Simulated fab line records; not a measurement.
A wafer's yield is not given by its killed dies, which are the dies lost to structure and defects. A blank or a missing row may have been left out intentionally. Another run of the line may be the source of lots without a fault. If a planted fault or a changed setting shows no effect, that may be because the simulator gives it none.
Which tool did it? | flow berkeleyCmos170 | 14 lots, 42 wafers sampled, at 4 steps of a route of 331

## WHAT THE GAUGES SHOWED, per wafer
UCB170_ACTIVE_THK_MEAS_06. Usual: for ACTIVE_NITRIDE_THK the level is 218.0 nm and the standard deviation is 2.3.
lot  | measured    | on           | ACTIVE_NITRIDE_THK (nm) | flag
L468 | day 4 12:00 | filmMetro-03 | 222.3 219.9 219.9       | 
L469 | day 4 11:59 | filmMetro-02 | 216.7 216.6 218.0       | 
L471 | day 4 20:41 | filmMetro-03 | 222.1 221.6 219.4       | 
L470 | day 4 20:42 | filmMetro-01 | 217.8 219.7 217.7       | 
L474 | day 5 20:44 | filmMetro-01 | 221.0 220.9 220.1       | 
L475 | day 5 20:46 | filmMetro-03 | 217.8 216.7 219.4       | 
L476 | day 6 02:47 | filmMetro-01 | 219.9 219.8 219.6       | 
L478 | day 6 08:55 | filmMetro-01 | 218.7 217.9 219.3       | 
L479 | day 6 20:05 | filmMetro-03 | 215.4 214.7 215.9       | 
L480 | day 6 20:05 | filmMetro-01 | 215.6 217.1 216.5       | 
L481 | day 7 06:41 | filmMetro-03 | 222.0 223.9 220.7       | 
L482 | day 7 10:23 | filmMetro-03 | 219.6 220.4 218.1       | 
L489 | day 8 22:07 | filmMetro-03 | 218.8 220.4 219.9       | 
L491 | day 9 04:38 | filmMetro-01 | 218.6 219.7 218.5       | 

UCB170_V1_THK_MEAS_04. Usual: for V1_POLISHED_THK the level is 999.7 nm and the standard deviation is 1.2.
lot  | measured     | on           | V1_POLISHED_THK (nm) | flag
L468 | day 7 17:35  | filmMetro-01 | 999.0 999.1 1000.0   | 
L469 | day 7 17:53  | filmMetro-02 | 999.0 998.4 998.5    | 
L471 | day 8 00:49  | filmMetro-04 | 998.8 999.5 999.5    | 
L470 | day 8 00:49  | filmMetro-02 | 998.0 998.4 999.3    | 
L474 | day 9 01:08  | filmMetro-01 | 1001.1 999.6 1000.4  | 
L475 | day 9 01:09  | filmMetro-04 | 1000.8 1000.6 1000.7 | 
L476 | day 9 08:13  | filmMetro-01 | 998.7 999.0 999.5    | 
L478 | day 9 21:17  | filmMetro-04 | 999.2 998.6 998.0    | 
L479 | day 10 06:35 | filmMetro-04 | 1000.2 998.8 1000.9  | 
L480 | day 10 06:35 | filmMetro-02 | 1000.1 1002.3 999.0  | 
L481 | day 10 13:26 | filmMetro-02 | 998.0 1000.3 997.0   | 
L482 | day 10 23:31 | filmMetro-02 | 999.8 999.4 1000.3   | 
L489 | day 12 04:31 | filmMetro-02 | 1002.2 999.9 1000.3  | 
L491 | day 12 04:50 | filmMetro-02 | 999.5 1001.5 1001.0  | 

UCB170_V2_CD_MEAS_12: the cd target is 700 nm. Usual: cdNm at 699.9 nm, with a standard deviation of 1.2.
lot  | measured     | on       | cdNm (nm)         | flag
L468 | day 8 02:30  | cdSem-01 | 699.9 699.9 699.7 | 
L469 | day 8 02:43  | cdSem-02 | 700.4 699.1 700.1 | 
L471 | day 8 09:56  | cdSem-02 | 701.7 701.2 700.5 | 
L470 | day 8 09:00  | cdSem-02 | 701.2 701.0 699.3 | 
L474 | day 9 09:05  | cdSem-01 | 697.7 699.0 698.7 | 
L475 | day 9 09:01  | cdSem-02 | 697.9 699.1 699.4 | 
L476 | day 9 18:17  | cdSem-01 | 699.6 700.1 700.2 | 
L478 | day 10 04:34 | cdSem-02 | 699.2 700.1 699.2 | 
L479 | day 10 14:14 | cdSem-01 | 699.7 699.6 699.9 | 
L480 | day 10 14:35 | cdSem-02 | 700.0 700.0 700.8 | 
L481 | day 10 20:13 | cdSem-02 | 701.9 699.6 700.4 | 
L482 | day 11 08:22 | cdSem-02 | 700.1 699.2 697.1 | 
L489 | day 12 11:56 | cdSem-01 | 699.5 698.4 698.0 | 
L491 | day 12 12:14 | cdSem-02 | 701.4 700.3 699.8 | 

## WHICH TOOL RAN EACH LOT (tool, then ch and the chambers of the sampled wafers, then the start)
lot  | UCB170_NWELL_HMDS_06
L468 | lithoTrack-02 ch 0, day 2 06:50
L469 | lithoTrack-03 ch 0, day 2 14:55
L471 | lithoTrack-01 ch 0, day 2 21:52
L470 | lithoTrack-02 ch 0, day 2 21:52
L474 | lithoTrack-03 ch 0, day 3 16:50
L475 | lithoTrack-01 ch 0, day 3 17:14
L476 | lithoTrack-01 ch 0, day 4 03:33
L478 | lithoTrack-01 ch 0, day 4 10:53
L479 | lithoTrack-02 ch 0, day 4 19:49
L480 | lithoTrack-01 ch 0, day 4 19:51
L481 | lithoTrack-03 ch 0, day 5 05:18
L482 | lithoTrack-03 ch 0, day 5 09:23
L489 | lithoTrack-01 ch 0, day 6 18:11
L491 | lithoTrack-01 ch 0, day 7 04:55
- UCB170_NWELL_HMDS_06: prime time 60 s.

## WHAT THE TOOLS THEMSELVES READ (means of the sampled wafers that have a number; where no wafer has one, the mark that the record gives instead)
UCB170_NWELL_HMDS_06. Usual: chillPlateTempC 23.01 C, standard deviation 0.093; primeTempC 100.03 C, standard deviation 0.15.
lot  | tool          | chillPlateTempC (C) | primeTempC (C) | flag
L468 | lithoTrack-02 | 23.10               | 100.07         | 
L469 | lithoTrack-03 | 23.05               | 100.15         | 
L471 | lithoTrack-01 | 23.03               | 99.86          | 
L470 | lithoTrack-02 | 22.89               | 100.14         | 
L474 | lithoTrack-03 | 23.04               | 100.12         | 
L475 | lithoTrack-01 | 22.90               | 99.88          | 
L476 | lithoTrack-01 | 22.92               | 100.12         | 
L478 | lithoTrack-01 | 23.09               | 100.19         | 
L479 | lithoTrack-02 | 23.04               | 100.08         | 
L480 | lithoTrack-01 | 22.97               | 99.95          | 
L481 | lithoTrack-03 | 23.02               | 99.84          | 
L482 | lithoTrack-03 | 23.05               | 99.83          | 
L489 | lithoTrack-01 | 23.06               | 97.78          | OFF
L491 | lithoTrack-01 | 23.00               | 97.85          | OFF

## THE ANSWER, worked out from the rows above alone
Rule: a lot is off if the mean of its wafers that have a number lies more than 3 standard deviations from the usual mean. A lot without any number at a reading at which 4 lots or more have one is off too. All remaining lots with rows at the step are treated as sound. The gauges are gone through in route order, then the tools' own readings, and for those a lot's mean is taken as printed above. At the first step where some lot is off, the reading lying furthest off is the one used; lots without a number count as furthest.
Off: L489, L491 (UCB170_NWELL_HMDS_06, primeTempC).
If a tool, at that step or one of the process steps before it, ran each lot that is off and ran no sound lot following the first of them, it fits. One fits: UCB170_NWELL_HMDS_06 on lithoTrack-01. A fault onset in the window from L480 (day 4 19:51, its last sound lot) to L489 (day 6 18:11, its first lot off) fits.
On the lots that are off, the tool's own readings at UCB170_NWELL_HMDS_06 differ by more than 5 times the standard deviation of the sound lots' means, which bears it out; primeTempC reads 97.81 C there versus 100.02 C on the sound lots.

## WHAT THE SIMULATOR PUT IN
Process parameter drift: lithoTrack-01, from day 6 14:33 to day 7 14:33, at UCB170_NWELL_HMDS_06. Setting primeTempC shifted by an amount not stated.
Shown lots that were struck: L489, L491. The same result came from the rule above.
